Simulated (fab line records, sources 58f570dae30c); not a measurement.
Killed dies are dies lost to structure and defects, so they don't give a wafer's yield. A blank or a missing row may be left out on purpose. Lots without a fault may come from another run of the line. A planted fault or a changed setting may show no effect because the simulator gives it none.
A struck lot beside a sound one | flow berkeley_cmos170 | 42 steps out of a route of 331
Sound: wafers L383.1, L383.5, L383.6. Struck: wafers L391.2, L391.4, L391.5. The cause comes at the end.
At each step with rows: each side's tool, then ch and its chambers, then its first start. Under that, the readings that differ: sound wafers | struck wafers | difference of the means | sigmas: that difference in standard deviations of wafers without a fault.
alike: readings whose means differ by less than 2 such deviations, and words and numbers that are the same on both sides. not compared: withheld readings, readings that some wafer has no value for, bounds like >300 that may hide the same value, and numbers for which the record gives no deviation and whose values overlap.
The two part at a step that has a row with sigmas, a row that says differs or no value, or rows on one side only. Numbers that don't overlap but have no deviation are shown without sigmas and don't part them. A reading that every wafer of one side lacks parts them only if that side has two wafers or more.

first, 3 steps without rows for these wafers: UCB170_PFIELD_EXPOSE_03 (exposes mask PFIELD, target cd 1500 nm); UCB170_PFIELD_PEB_04; UCB170_PFIELD_DEVELOP_05 (develop time 45 s).
UCB170_PFIELD_OVL_MEAS_06:
  sound on overlay-02, day 4 23:48; struck on overlay-01, day 6 15:46
  alike: PFIELD_OVL
then, 1 step without rows for these wafers: UCB170_PFIELD_IMPLANT_07.
UCB170_PFIELD_STRIP_08: strips in O2.
  sound on plasma_asher-01 ch 0,1, day 4 23:59; struck on plasma_asher-03 ch 0,1, day 6 15:57
  alike: drypump_motor_current_A, oes_product_au, strip_time_to_endpoint_s
  not compared: rf_hours_counter_h
UCB170_PFIELD_TW_MEAS_09:
  sound on film_metro-02, day 5 00:05; struck on film_metro-03, day 6 16:04
  alike: PFIELD_TW
then, 2 steps without rows for these wafers: UCB170_FIELD_CLEAN_00 (cleans in dHF, time 7.5 s); UCB170_FIELD_OXIDATION_01 (target thk 558.3 nm, ox time 7200 s).
UCB170_FIELD_THK_MEAS_02:
  sound on film_metro-01, day 5 07:59; struck on film_metro-01, day 6 23:27
  alike: FIELD_OXIDE_THK
then, 2 steps without rows for these wafers: UCB170_FIELD_ANNEAL_03 (time 1200 s); UCB170_FIELD_WET_ETCH_04 (etches SiO2 in dHF, time 60 s).
UCB170_FIELD_WET_ETCH_05: etches Si3N4 in H3PO4, time 12600 s.
  sound on wet_bench-02 ch 2, day 5 12:22; struck on wet_bench-02 ch 3, day 7 06:15
  no value came back on the struck wafers for bath_guard_temp_C (C), bath_heat_duty_pct (%); on the sound wafers bath_guard_temp_C (C) reads 160.1 160.3 159.9
  reading                                      | sound           | struck            | difference | sigmas
  model.Si3N4_of_ACTIVE_CVD_05.thk_nm (nm)     | 0 0 0           | 211.1 211.1 211.3 | +211.2     |
  model.SiO2_of_FIELD_OXIDATION_01.thk_nm (nm) | 483.7 488.7 483 | 521.5 519 520.1   | +35.1      |
UCB170_FIELD_WET_ETCH_06: etches SiO2 in BOE, time 22 s.
  sound on wet_bench-02 ch 1, day 5 16:12; struck on wet_bench-03 ch 3, day 7 10:04
  reading                                      | sound             | struck            | difference | sigmas
  model.SiO2_of_FIELD_OXIDATION_01.thk_nm (nm) | 433.5 438.2 432.8 | 470.6 468.2 469.4 | +34.6      |
  alike: bath_heat_duty_pct, run_length_s
UCB170_FIELD_THK_MEAS_90:
  sound on film_metro-02, day 5 16:13; struck on film_metro-03, day 7 10:06
  reading                     | sound       | struck      | difference | sigmas
  FIELD_OXIDE_LEFT_1_THK (nm) | 434 438 433 | 471 468 469 | +34        | +3
then, 11 steps without rows for these wafers: UCB170_SACOX_CLEAN_00 (cleans in dHF, time 7.5 s); UCB170_SACOX_OXIDATION_01 (target thk 14.4 nm, ox time 2400 s); UCB170_SCREENOX_WET_ETCH_00 (etches SiO2 in dHF, time 200 s); UCB170_SCREENOX_OXIDATION_01 (target thk 14.4 nm, ox time 2400 s); UCB170_SCREENOX_ANNEAL_03 (time 900 s); UCB170_NVT_HMDS_00 (prime time 60 s); UCB170_NVT_COAT_01 (resist thk 900 nm); UCB170_NVT_SOFTBAKE_02 (time 60 s); UCB170_NVT_EXPOSE_03 (exposes mask PWELL, target cd 3000 nm); UCB170_NVT_PEB_04; UCB170_NVT_DEVELOP_05 (develop time 45 s).
UCB170_NVT_OVL_MEAS_06:
  sound on overlay-01, day 6 08:31; struck on overlay-02, day 8 07:00
  alike: NVT_OVL
then, 1 step without rows for these wafers: UCB170_NVT_IMPLANT_07.
UCB170_NVT_STRIP_08: strips in O2.
  sound on plasma_asher-04 ch 0,1, day 6 08:43; struck on plasma_asher-02 ch 0,1, day 8 07:11
  alike: drypump_motor_current_A, oes_product_au, strip_time_to_endpoint_s
  not compared: rf_hours_counter_h
UCB170_NVT_TW_MEAS_09:
  sound on film_metro-04, day 6 08:49; struck on film_metro-03, day 8 07:17
  alike: NVT_TW
then, 7 steps without rows for these wafers: UCB170_NVT_CLEAN_10 (cleans in SPM, time 600 s); UCB170_PVT_HMDS_00 (prime time 60 s); UCB170_PVT_COAT_01 (resist thk 900 nm); UCB170_PVT_SOFTBAKE_02 (time 60 s); UCB170_PVT_EXPOSE_03 (exposes mask NWELL, target cd 3000 nm); UCB170_PVT_PEB_04; UCB170_PVT_DEVELOP_05 (develop time 45 s).
UCB170_PVT_OVL_MEAS_06:
  sound on overlay-02, day 6 11:48; struck on overlay-02, day 8 09:14
  reading      | sound       | struck   | difference | sigmas
  PVT_OVL (nm) | -14 -12 -20 | -2 -2 -3 | +13        | +3
then, 1 step without rows for these wafers: UCB170_PVT_IMPLANT_07.
UCB170_PVT_STRIP_08: strips in O2.
  sound on plasma_asher-01 ch 0,1, day 6 11:59; struck on plasma_asher-01 ch 0,1, day 8 09:25
  alike: drypump_motor_current_A, oes_product_au, strip_time_to_endpoint_s
  not compared: rf_hours_counter_h
UCB170_FIELD_THK_MEAS_91:
  sound on film_metro-03, day 6 13:17; struck on film_metro-01, day 8 09:38
  reading                     | sound       | struck      | difference | sigmas
  FIELD_OXIDE_LEFT_2_THK (nm) | 347 352 346 | 382 380 381 | +33        | +3
UCB170_M3_PROBE_99:
  the record has rows for the struck wafers here (prober-02, day 10 09:04) and none for the sound ones

WHERE THEY PART
First at UCB170_FIELD_WET_ETCH_05; last, within this record, at UCB170_M3_PROBE_99.

WHY: what the simulator had put in
Skipped step whole: wet_bench-02, from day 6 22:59 on, at UCB170_FIELD_WET_ETCH_05. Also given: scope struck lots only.
